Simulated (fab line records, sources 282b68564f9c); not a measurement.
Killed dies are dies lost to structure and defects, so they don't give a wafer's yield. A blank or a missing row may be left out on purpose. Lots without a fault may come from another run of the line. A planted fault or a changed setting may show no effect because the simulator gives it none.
A struck lot beside a sound one | flow rit_cmos | 21 steps out of a route of 202
Sound: wafers L493.3, L493.4, L493.6. Struck: wafers L502.2, L502.4, L502.5. The cause comes at the end.
At each step with rows: each side's tool, then ch and its chambers, then its first start. Under that, the readings that differ: sound wafers | struck wafers | difference of the means | sigmas: that difference in standard deviations of wafers without a fault.
alike: readings whose means differ by less than 2 such deviations, and words and numbers that are the same on both sides. not compared: withheld readings, readings that some wafer has no value for, bounds like >300 that may hide the same value, and numbers for which the record gives no deviation and whose values overlap.
The two part at a step that has a row with sigmas, a row that says differs or no value, or rows on one side only. Numbers that don't overlap but have no deviation are shown without sigmas and don't part them. A reading that every wafer of one side lacks parts them only if that side has two wafers or more.

first, 6 steps without rows for these wafers: RIT_NRETRO_HMDS_00 (prime time 60 s); RIT_NRETRO_COAT_01 (resist thk 1300 nm); RIT_NRETRO_SOFTBAKE_02 (time 60 s); RIT_NRETRO_EXPOSE_03 (exposes mask M4, target cd 43900 nm); RIT_NRETRO_PEB_04; RIT_NRETRO_DEVELOP_05 (develop time 68 s).
RIT_NRETRO_OVL_MEAS_06:
  sound on overlay-01, day 2 20:55; struck on overlay-02, day 4 17:11
  reading         | sound       | struck         | difference | sigmas
  NRETRO_OVL (nm) | 0.6 0.3 0.7 | -3.8 -2.4 -3.9 | -3.9       | -2
then, 2 steps without rows for these wafers: RIT_NRETRO_HARDBAKE_07 (time 120 s); RIT_NRETRO_IMPLANT_08.
RIT_NRETRO_STRIP_09: strips in O2, time 180 s.
  sound on plasma_asher-03 ch 0,1, day 2 21:24; struck on plasma_asher-01 ch 0,1, day 4 17:37
  alike: drypump_motor_current_A
  not compared: rf_hours_counter_h
RIT_NRETRO_TW_MEAS_10:
  sound on film_metro-03, day 2 21:32; struck on film_metro-01, day 4 17:49
  reading   | sound          | struck         | difference | sigmas
  NRETRO_TW | 1064 1062 1060 | 1041 1051 1045 | -16        | -2
then, 1 step without rows for these wafers: RIT_PRETRO_HMDS_00 (prime time 60 s).
RIT_PRETRO_COAT_01: resist thk 1300 nm.
  sound on litho_track-04 ch 0, day 2 21:47; struck on litho_track-01 ch 0, day 4 18:02
  reading                                     | sound                | struck               | difference | sigmas
  spin_speed_rpm (rpm)                        | 2000.1 1998.9 1999.2 | 1858.2 1857.0 1856.9 | -142.0     | -99 or more
  model.NOVOLAK_of_PRETRO_COAT_01.thk_nm (nm) | 1299 1299 1306       | 1351 1350 1351       | +49        |
then, 4 steps without rows for these wafers: RIT_PRETRO_SOFTBAKE_02 (time 60 s); RIT_PRETRO_EXPOSE_03 (exposes mask M5, target cd 43700 nm); RIT_PRETRO_PEB_04; RIT_PRETRO_DEVELOP_05 (develop time 68 s).
RIT_PRETRO_OVL_MEAS_06:
  sound on overlay-02, day 2 22:28; struck on overlay-01, day 4 18:44
  alike: PRETRO_OVL
RIT_PRETRO_HARDBAKE_07: time 120 s.
  sound on litho_track-02 ch 0, day 2 22:40; struck on litho_track-01 ch 0, day 4 18:49
  reading                                     | sound          | struck         | difference | sigmas
  model.NOVOLAK_of_PRETRO_COAT_01.thk_nm (nm) | 1136 1136 1142 | 1181 1180 1181 | +43        |
then, 1 step without rows for these wafers: RIT_PRETRO_IMPLANT_08.
RIT_M1_PROBE_99:
  sound on prober-02, day 4 01:40; struck on prober-01, day 5 22:56
  alike: killed_at_contacts, killed_at_front_end, killed_dies, killed_on_rim, killed_open, killed_short

WHERE THEY PART
First at RIT_NRETRO_OVL_MEAS_06; last, within this record, at RIT_PRETRO_COAT_01. Later steps at which nothing parts them and some readings are alike: RIT_PRETRO_OVL_MEAS_06, RIT_M1_PROBE_99.

WHY: what the simulator had put in
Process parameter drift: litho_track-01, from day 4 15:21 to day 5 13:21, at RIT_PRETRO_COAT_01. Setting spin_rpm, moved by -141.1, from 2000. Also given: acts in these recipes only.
